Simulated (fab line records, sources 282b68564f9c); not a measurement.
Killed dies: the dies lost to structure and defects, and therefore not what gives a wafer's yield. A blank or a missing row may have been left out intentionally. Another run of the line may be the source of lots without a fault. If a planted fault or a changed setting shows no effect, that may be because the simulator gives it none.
fab line records + flow rit-cmos
[record]
- lots = 5
- wafers = 15
- last-day = 7
route steps=202 shown ACTIVE@2 M1@202
lots that met no fault: from a run of the same line without faults
start-h: hours from the record's first day to the start of the lot's first wafer shown + wait-h: hours from the lot's prior step to this one + " identical to the entry in the row above + L1.1+2: a single row standing in for several wafers + - no value, or no start was given + * or withheld: withheld + < > ~ a bound
route shown NAME@n: names a module that has steps shown in the file, with the first one's number in the route + usual: mean and standard deviation over wafers with no fault + same: alike in all rows + chamber/n: place in a boat + sites: readings site by site + _std_site: the values' standard deviation + _edge_site: the outer-site mean with the inner-site mean subtracted + radius-mm: for every site, how far away it sits from the centre of the wafer + mask NAME#n: copy n + behind: tool/chamber where the wafer was last shaped + hold: why the lot was held/for how many hours/how that ended + device: transistor that didn't switch, given as n, p or np + end of line: tests run on the same wafers once the route is complete + step lacking rows: just its recipe + killed: at the first sort, the dies lost to defects and structure; wafer yield is something else + map: per-die view of a wafer (x killed, . not killed, _ where there is no die)
set.NAME: the run value of the setting; set.NAME@STEP: its run value at that earlier step + model.NAME: the simulator's own value behind a step, which no gauge read
a table for each step, a row for each wafer; lots at some steps of the route
services: when a tool's chamber went out of use (start-h, in hours from the record's first day, below 0 if earlier), for how many hours, and the reason
[[steps]]
[step RIT_ACTIVE_OXIDATION_01]
[recipe]
- temp-c = 1000
- ambient = O2
- target-thk-a = 468
- ox-time-s = 3360
[step RIT_ACTIVE_THK_MEAS_02]
[recipe]
- reads = SiO2_of_ACTIVE_OXIDATION_01
[usual]
- ACTIVE_OXIDE_THK = 47.0/0.98
| lot.wafer | tool          | chamber | start-h | wait-h | ACTIVE_OXIDE_THK[nm] |
|-----------|---------------|---------|---------|--------|----------------------|
| L644.1    | film-metro-04 | -       | 48.87   | 0.0    | 47.2                 |
| L644.2    | "             | -       | "       | "      | 47.6                 |
| L644.6    | "             | -       | "       | "      | 47.1                 |
| L647.1    | film-metro-02 | -       | 62.98   | 0.0    | 45.8                 |
| L647.4    | "             | -       | "       | "      | 47.6                 |
| L647.6    | "             | -       | "       | "      | 46.8                 |
| L648.1    | film-metro-02 | -       | 68.17   | 0.0    | 45.3                 |
| L648.2    | "             | -       | "       | "      | 46.1                 |
| L648.5    | "             | -       | "       | "      | 46.2                 |
| L649.1    | film-metro-04 | -       | 73.52   | 0.0    | 47.1                 |
| L649.3    | "             | -       | "       | "      | 47.4                 |
| L649.4    | "             | -       | "       | "      | 47.4                 |
| L657.1    | film-metro-02 | -       | 112.77  | 0.0    | 46.2                 |
| L657.2    | "             | -       | "       | "      | 46.0                 |
| L657.5    | "             | -       | "       | "      | 46.6                 |
[step RIT_ACTIVE_CVD_03]
[recipe]
- material = Si3N4
- target-thk-nm = 150
- temp-c = 810
- precursor = SiH2Cl2/NH3
- time-s = 1500
- pressure-mtorr = 300
- sih2cl2-flow-sccm = 60
- nh3-flow-sccm = 150
[step RIT_ACTIVE_THK_MEAS_04]
[recipe]
- reads = Si3N4_of_ACTIVE_CVD_03
[usual]
- ACTIVE_NITRIDE_THK = 150.4/1.3
| lot.wafer | tool          | chamber | start-h | wait-h | ACTIVE_NITRIDE_THK[nm] |
|-----------|---------------|---------|---------|--------|------------------------|
| L644.1    | film-metro-03 | -       | 50.34   | 0.0    | 150.5                  |
| L644.2    | "             | -       | "       | "      | 150.2                  |
| L644.6    | "             | -       | "       | "      | 149.3                  |
| L647.1    | film-metro-04 | -       | 64.46   | 0.0    | 150.0                  |
| L647.4    | "             | -       | "       | "      | 150.1                  |
| L647.6    | "             | -       | "       | "      | 149.1                  |
| L648.1    | film-metro-03 | -       | 69.65   | 0.0    | 149.3                  |
| L648.2    | "             | -       | "       | "      | 147.4                  |
| L648.5    | "             | -       | "       | "      | 148.9                  |
| L649.1    | film-metro-03 | -       | 74.99   | 0.0    | 152.4                  |
| L649.3    | "             | -       | "       | "      | 152.1                  |
| L649.4    | "             | -       | "       | "      | 151.6                  |
| L657.1    | film-metro-03 | -       | 114.25  | 0.0    | 149.4                  |
| L657.2    | "             | -       | "       | "      | 149.9                  |
| L657.5    | "             | -       | "       | "      | 148.3                  |
[step RIT_ACTIVE_HMDS_05]
[recipe]
- prime-time-s = 60
- prime-temp-c = 140
[step RIT_ACTIVE_COAT_06]
[recipe]
- resist = NOVOLAK
- spin-rpm = 3250
- resist-thk-nm = 1000
[step RIT_ACTIVE_SOFTBAKE_07]
[recipe]
- resist = NOVOLAK
- temp-c = 90
- time-s = 60
[step RIT_ACTIVE_EXPOSE_08]
[recipe]
- mask-id = M1
- na = 0.6
- source-shape = conventional
- sigma-outer = 0.6
- target-cd-nm = 1400
- dose-mj = 225
[step RIT_ACTIVE_PEB_09]
[recipe]
- resist = NOVOLAK
- temp-c = withheld
- time-s = withheld
[step RIT_ACTIVE_DEVELOP_10]
[recipe]
- resist = NOVOLAK
- develop-time-s = 50
- dev-temp-c = 23
[step RIT_ACTIVE_CD_MEAS_11]
[recipe]
- target-cd-nm = 1400
[usual]
- cd-nm = 1399.2/2.4
| lot.wafer | tool      | chamber | start-h | wait-h | cd-nm  |
|-----------|-----------|---------|---------|--------|--------|
| L644.1    | cd-sem-02 | -       | 51.25   | -      | 1397.0 |
| L644.2    | "         | -       | "       | "      | 1397.6 |
| L644.6    | "         | -       | "       | "      | 1397.0 |
| L647.1    | cd-sem-01 | -       | 65.49   | -      | 1400.7 |
| L647.4    | "         | -       | "       | "      | 1397.8 |
| L647.6    | "         | -       | "       | "      | 1398.8 |
| L648.1    | cd-sem-01 | -       | 70.73   | -      | 1399.7 |
| L648.2    | "         | -       | "       | "      | 1399.3 |
| L648.5    | "         | -       | "       | "      | 1398.5 |
| L649.1    | cd-sem-02 | -       | 76.03   | -      | 1399.5 |
| L649.3    | "         | -       | "       | "      | 1401.7 |
| L649.4    | "         | -       | "       | "      | 1397.3 |
| L657.1    | cd-sem-01 | -       | 115.28  | -      | 1393.7 |
| L657.2    | "         | -       | "       | "      | 1398.1 |
| L657.5    | "         | -       | "       | "      | 1396.3 |
[step RIT_ACTIVE_HARDBAKE_12]
[recipe]
- resist = NOVOLAK
- temp-c = 140
- time-s = 60
[step RIT_ACTIVE_ETCH_13]
[recipe]
- stop-on = SiO2
- chemistry = SF6
- target = Si3N4
- time-s = 210
- over-etch-frac = 0.4
- SF6_flow_sccm = 200
- pressure-mtorr = 260
- rf-w = 125
- target-depth-a = 2100
[usual]
- drypump-motor-current-A = 5.9/0.44
- oes-product-au = 0.825/0.012
- over-etch-frac = 0.4/0
- throttle-valve-pct = 7.47/0.14
| lot.wafer | tool        | chamber | start-h | wait-h | drypump-motor-current-A | oes-product-au | over-etch-frac | rf-hours-counter-h | throttle-valve-pct | model.NOVOLAK_of_ACTIVE_COAT_06.thk-nm |
|-----------|-------------|---------|---------|--------|-------------------------|----------------|----------------|--------------------|--------------------|----------------------------------------|
| L644.1    | rie-diel-04 | 1       | 51.52   | 0.1    | 6.1                     | 0.836          | 0.4            | 0                  | 7.38               | 661.6                                  |
| L644.2    | "           | 2       | "       | "      | 5.4                     | 0.845          | 0.4            | 108                | 7.36               | 664.2                                  |
| L644.6    | "           | 0       | "       | "      | 5.1                     | 0.830          | 0.4            | -                  | 7.30               | 659.5                                  |
| L647.1    | rie-diel-04 | 2       | 65.98   | 0.1    | 5.4                     | 0.844          | 0.4            | 108                | 7.36               | 660.3                                  |
| L647.4    | "           | 1       | "       | "      | 6.1                     | 0.835          | 0.4            | 0                  | 7.38               | 651.8                                  |
| L647.6    | "           | 0       | "       | "      | 5.1                     | 0.837          | 0.4            | -                  | 7.30               | 654.6                                  |
| L648.1    | rie-diel-04 | 0       | 71.00   | 0.1    | 5.1                     | 0.831          | 0.4            | 4                  | 7.32               | 660.9                                  |
| L648.2    | "           | 1       | "       | "      | 6.0                     | 0.826          | 0.4            | 0                  | 7.38               | 650.7                                  |
| L648.5    | "           | 3       | "       | "      | 6.2                     | 0.806          | 0.43681        | -                  | 7.64               | 645                                    |
| L649.1    | rie-diel-03 | 1       | 76.30   | 0.1    | 6.4                     | 0.823          | 0.4            | 148                | 7.68               | 650.4                                  |
| L649.3    | "           | 3       | "       | "      | 5.8                     | 0.833          | 0.4            | 139                | 7.36               | 651.4                                  |
| L649.4    | "           | 0       | "       | "      | 5.8                     | 0.818          | 0.4            | 69                 | 7.54               | 648.9                                  |
| L657.1    | rie-diel-03 | 0       | 115.55  | 0.1    | 5.7                     | 0.810          | 0.4            | 70                 | 7.53               | 653                                    |
| L657.2    | "           | 2       | "       | "      | 5.6                     | 0.834          | 0.4            | 120                | 7.74               | 651.6                                  |
| L657.5    | "           | 3       | "       | "      | 5.8                     | 0.824          | 0.4            | -                  | 7.37               | 656.3                                  |
[step RIT_ACTIVE_STRIP_14]
[recipe]
- chemistry = O2
- time-s = 180
- resist = NOVOLAK
- platen-temp-c = withheld
- power-w = 500
- pressure-mtorr = 4000
- o2-flow-sccm = 4000
[usual]
- drypump-motor-current-A = 5.9/0.47
| lot.wafer | tool            | chamber | start-h | wait-h | drypump-motor-current-A | rf-hours-counter-h |
|-----------|-----------------|---------|---------|--------|-------------------------|--------------------|
| L644.1    | plasma-asher-03 | 0       | 51.66   | 0.1    | 5.9                     | 37                 |
| L644.2    | "               | 1       | "       | "      | 5.4                     | 37                 |
| L644.6    | "               | 1       | "       | "      | 5.4                     | -                  |
| L647.1    | plasma-asher-04 | 0       | 66.11   | 0.1    | 6.4                     | 27                 |
| L647.4    | "               | 1       | "       | "      | 6.7                     | -                  |
| L647.6    | "               | 0       | "       | "      | 6.4                     | -                  |
| L648.1    | plasma-asher-03 | 0       | 71.14   | 0.1    | 5.9                     | 39                 |
| L648.2    | "               | 1       | "       | "      | 5.5                     | 39                 |
| L648.5    | "               | 0       | "       | "      | 5.9                     | -                  |
| L649.1    | plasma-asher-02 | 1       | 76.43   | 0.1    | 5.3                     | 44                 |
| L649.3    | "               | 1       | "       | "      | 5.3                     | -                  |
| L649.4    | "               | 0       | "       | "      | 5.8                     | -                  |
| L657.1    | plasma-asher-04 | 1       | 115.69  | 0.1    | 6.7                     | 35                 |
| L657.2    | "               | 0       | "       | "      | 6.3                     | 35                 |
| L657.5    | "               | 1       | "       | "      | 6.7                     | -                  |
[step RIT_M1_PROBE_99]
[usual]
- killed-at-contacts = 0.0/0.2
- killed-at-front-end = 7.3/2.8
- killed-dies = 7.3/2.8
- killed-open = 3.8/1.9
- killed-short = 3.5/1.8
[same]
- gross-dies = 264
- killed_at_M0_to_M3 = 0
- killed_at_M4_up = 0
- killed-at-back-side = 0
- killed-at-other = 0
| lot.wafer | tool      | chamber | start-h | wait-h | killed-at-contacts | killed-at-front-end | killed-dies | killed-open | killed-short |
|-----------|-----------|---------|---------|--------|--------------------|---------------------|-------------|-------------|--------------|
| L644.1    | prober-01 | -       | 100.93  | 0.1    | 0                  | 2                   | 2           | 0           | 2            |
| L644.2    | prober-01 | -       | 100.98  | 0.1    | 0                  | 3                   | 3           | 2           | 1            |
| L644.6    | prober-01 | -       | 101.18  | 0.2    | 0                  | 3                   | 3           | 1           | 2            |
| L649.1    | prober-01 | -       | 123.35  | 0.1    | 0                  | 8                   | 8           | 4           | 4            |
| L649.3    | prober-01 | -       | 123.45  | 0.2    | 0                  | 5                   | 5           | 3           | 2            |
| L649.4    | prober-01 | -       | 123.50  | 0.2    | 0                  | 6                   | 6           | 3           | 3            |
| L657.1    | prober-01 | -       | 160.87  | 0.1    | 1                  | 4                   | 5           | 1           | 4            |
| L657.2    | prober-01 | -       | 160.92  | 0.1    | 0                  | 7                   | 7           | 4           | 3            |
| L657.5    | prober-01 | -       | 161.07  | 0.2    | 1                  | 8                   | 9           | 6           | 3            |
// killed by level:class
L644.1 REOX:geometric-particle:short=1 SILICIDE:geometric-particle:short=1
L644.2 FOX1:geometric-particle:short=1 FOX1:geometric-particle:open=1 SPACER:geometric-particle:open=1
L644.6 ACTIVE:geometric-particle:short=1 FOX1:geometric-particle:short=1 SILICIDE:geometric-particle:open=1
L649.1 FOX1:geometric-particle:short=2 SPACER:geometric-particle:open=2 FOX1:geometric-particle:open=1 FOX2:geometric-particle:short=1 GATE:geometric-particle:open=1 SPACER:geometric-particle:short=1
L649.3 FOX2:geometric-particle:short=2 GATE:geometric-particle:open=2 SILICIDE:geometric-particle:open=1
L649.4 GATE:geometric-particle:short=3 GATE:geometric-particle:open=2 SILICIDE:geometric-particle:open=1
L657.1 GATE:geometric-particle:short=2 SILICIDE:geometric-particle:short=1 SILICIDE:geometric-particle:open=1 CONTACT:geometric-particle:short=1
L657.2 GATE:geometric-particle:open=2 FOX1:geometric-particle:open=1 GATE:geometric-particle:short=1 REOX:geometric-particle:open=1 SPACER:geometric-particle:short=1 SILICIDE:geometric-particle:short=1
L657.5 GATE:geometric-particle:open=5 FOX2:geometric-particle:short=1 GATE:geometric-particle:short=1 REOX:geometric-particle:short=1 CONTACT:geometric-particle:open=1
[[services]]
| tool        | chamber | start-h | hours | kind   |
|-------------|---------|---------|-------|--------|
| rie-diel-04 | 1       | 88.36   | 1.2   | repair |
| rie-diel-04 | -       | 100.03  | 1.5   | repair |
| rie-diel-03 | 1       | 105.21  | 8.5   | repair |
[[key]]
[first-sign]
- step = RIT_ACTIVE_ETCH_13
- reading = over-etch-frac
- direction = up
- sigmas = 99+
- usual = 0.4
- struck = 0.43681
effect none on later readings
[model-effect]
- step = RIT_ACTIVE_ETCH_13
- value = NOVOLAK_of_ACTIVE_COAT_06.thk-nm
- without = 651.1
- struck = 645
met-at RIT_ACTIVE_ETCH_13
struck-wafers L648.5
tester-left-out L648
[fault]
- kind = process-parameter-drift
- tool = rie-diel-04
- chamber = 3
- onset-h = 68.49
- steps = RIT_ACTIVE_ETCH_13
- channel = over-etch-frac
- offset = 0.036809
- shape = step
- end-h = 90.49
- acts-in = these-recipes-only
- stated = 0.4
// tester-left-out: of these lots the tester's yield and bins aren't shown, on N5 and GAA mostly nor the transistor test; their killed dies are dies lost to structure and defects alone, not to doping, threshold or leakage, so they don't give the yield
